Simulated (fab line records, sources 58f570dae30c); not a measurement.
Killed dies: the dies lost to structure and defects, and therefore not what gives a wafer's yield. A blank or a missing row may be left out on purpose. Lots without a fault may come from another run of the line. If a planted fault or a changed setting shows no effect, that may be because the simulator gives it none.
Shared-tool check | flow berkeleyCmos170 | 13 lots, 39 wafers sampled

## WHAT PROMPTED THE OPENING
1 of 13 lots carry a flag on the reading NSD_TW at UCB170_NSD_TW_MEAS_10. Fault-free wafers read 4208, with a standard deviation of 41.
Rule: a lot gets a flag if all its wafers with a number sit over 4 standard deviations from that mean, or if no wafer of it has a number. All remaining lots are regarded as sound.

lot  | measured     | on           | NSD_TW, wafer by wafer | flag
L796 | day 8 03:49  | filmMetro-03 | 4181 4195 4187         | 
L797 | day 8 03:55  | filmMetro-01 | 4166 4177 4162         | 
L798 | day 8 19:58  | filmMetro-03 | 4195 4182 4191         | 
L799 | day 8 20:41  | filmMetro-01 | 4166 4164 4144         | 
L801 | day 9 05:11  | filmMetro-04 | 31 31 30               | FLAGGED
L805 | day 10 12:32 | filmMetro-01 | 4168 4181 4187         | 
L808 | day 11 13:47 | filmMetro-01 | 4193 4200 4214         | 
L810 | day 11 14:16 | filmMetro-04 | 4267 4262 4267         | 
L811 | day 11 14:52 | filmMetro-04 | 4238 4260 4259         | 
L814 | day 12 21:14 | filmMetro-03 | 4208 4200 4194         | 
L817 | day 12 21:34 | filmMetro-01 | 4214 4218 4199         | 
L816 | day 12 21:46 | filmMetro-03 | 4202 4184 4191         | 
L818 | day 14 00:17 | filmMetro-03 | 4232 4199 4186         | 
Averaged over the flagged lots the numbers come to 31, -4177 from the usual (-99 or more standard deviations).

## TOOL THAT RAN EACH LOT
The record holds 1 process step before the reading, out of a route of 331 steps. In each cell: the tool, then ch and the chambers that the sampled wafers went through, then the start.
lot  | flag    | UCB170_NSD_EXPOSE_03
L796 |         | krfScanner-01 ch 0, day 8 02:35
L797 |         | krfScanner-02 ch 0, day 8 02:49
L798 |         | krfScanner-02 ch 0, day 8 19:10
L799 |         | krfScanner-01 ch 0, day 8 19:46
L801 | FLAGGED | krfScanner-01 ch 0, day 9 04:24
L805 |         | krfScanner-01 ch 0, day 10 11:31
L808 |         | krfScanner-02 ch 0, day 11 12:40
L810 |         | krfScanner-01 ch 0, day 11 13:20
L811 |         | krfScanner-02 ch 0, day 11 13:49
L814 |         | krfScanner-02 ch 0, day 12 20:26
L817 |         | krfScanner-01 ch 0, day 12 20:47
L816 |         | krfScanner-01 ch 0, day 12 20:56
L818 |         | krfScanner-01 ch 0, day 13 23:20
What is done by these steps:
- UCB170_NSD_EXPOSE_03: exposes mask NSELECT MOD, target cd 1200 nm.
- UCB170_NSD_TW_MEAS_10

## FLAGGED OVER TOTAL, TOOL BY TOOL (the gauges that took the reading come last)
step                  | tool          | lots run | flagged | share of the flagged lots | sound lots run after its first flagged lot
UCB170_NSD_EXPOSE_03  | krfScanner-01 | 8        | 1       | all                       | 5 (L805,L810,L817,L816,L818)
UCB170_NSD_EXPOSE_03  | krfScanner-02 | 5        | 0       | none                      | -
UCB170_NSD_TW_MEAS_10 | filmMetro-01  | 5        | 0       | none                      | -
UCB170_NSD_TW_MEAS_10 | filmMetro-03  | 5        | 0       | none                      | -
UCB170_NSD_TW_MEAS_10 | filmMetro-04  | 3        | 1       | all                       | 2 (L810,L811)

## WHAT IS ALLOWED BY THE TABLE
In 2 table rows, all flagged lots were run: krfScanner-01 (UCB170_NSD_EXPOSE_03), filmMetro-04 (UCB170_NSD_TW_MEAS_10).
- krfScanner-01 at UCB170_NSD_EXPOSE_03: 1 of its 8 lots flagged. Sound lots ran on it after the first flagged one (L805, L810, L817, L816, L818), which a lasting fault on the whole tool wouldn't allow.
- filmMetro-04 at UCB170_NSD_TW_MEAS_10: 1 of its 3 lots flagged. Sound lots ran on it after the first flagged one (L810, L811), which a lasting fault on the whole tool wouldn't allow.
There is no row in the table that ran each flagged lot and no sound lot after the first.

## WHAT THE SIMULATOR HAD PUT IN
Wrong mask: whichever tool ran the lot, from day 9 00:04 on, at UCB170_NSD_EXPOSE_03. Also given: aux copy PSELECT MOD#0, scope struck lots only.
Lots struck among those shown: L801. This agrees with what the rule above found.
